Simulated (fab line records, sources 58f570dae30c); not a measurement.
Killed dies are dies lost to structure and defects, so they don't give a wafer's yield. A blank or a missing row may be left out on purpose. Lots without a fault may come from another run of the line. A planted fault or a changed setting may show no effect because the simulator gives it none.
Which tool did it? | flow berkeley_cmos170 | 6 lots, 18 wafers sampled, at 1 step of a route of 331

WHAT THE GAUGES READ, wafer by wafer
UCB170_NWELL_THK_MEAS_02.
lot  | measured    | on            | NWELL_OXIDE_THK (nm)
L469 | day 2 11:34 | film_metro-03 | 27.1 27.3 26.8
L473 | day 3 06:33 | film_metro-02 | 25.3 24.7 25.3
L477 | day 4 04:32 | film_metro-02 | 26.6 26.1 26.1
L480 | day 4 13:10 | film_metro-04 | 26.2 26.6 26.9
L486 | day 5 21:21 | film_metro-03 | 26.0 26.3 26.4
L491 | day 7 02:00 | film_metro-02 | 25.4 25.1 25.2

WHICH TOOL RAN EACH LOT (tool, then ch and the chambers of the sampled wafers, then the start)
The record holds no process step before these readings.

THE ANSWER, worked out from the rows above alone
Rule: what is usual is taken from the lots themselves. Put in order of their means at a reading, lots are off if they are a third of the lots or fewer, leave a main group of 4 or more, and stand apart from it by a gap of 3 or more times the standard deviation of the main group's means; of several such gaps the widest counts. A main group whose means are all the same, to the digits that the tables above print for the reading, isn't used. A lot without any number at a reading at which 4 lots or more have one is off too. The other lots that the step has rows for count as sound.
No lot is off at any reading shown: from this, nothing can be told.

WHAT THE SIMULATOR HAD PUT IN
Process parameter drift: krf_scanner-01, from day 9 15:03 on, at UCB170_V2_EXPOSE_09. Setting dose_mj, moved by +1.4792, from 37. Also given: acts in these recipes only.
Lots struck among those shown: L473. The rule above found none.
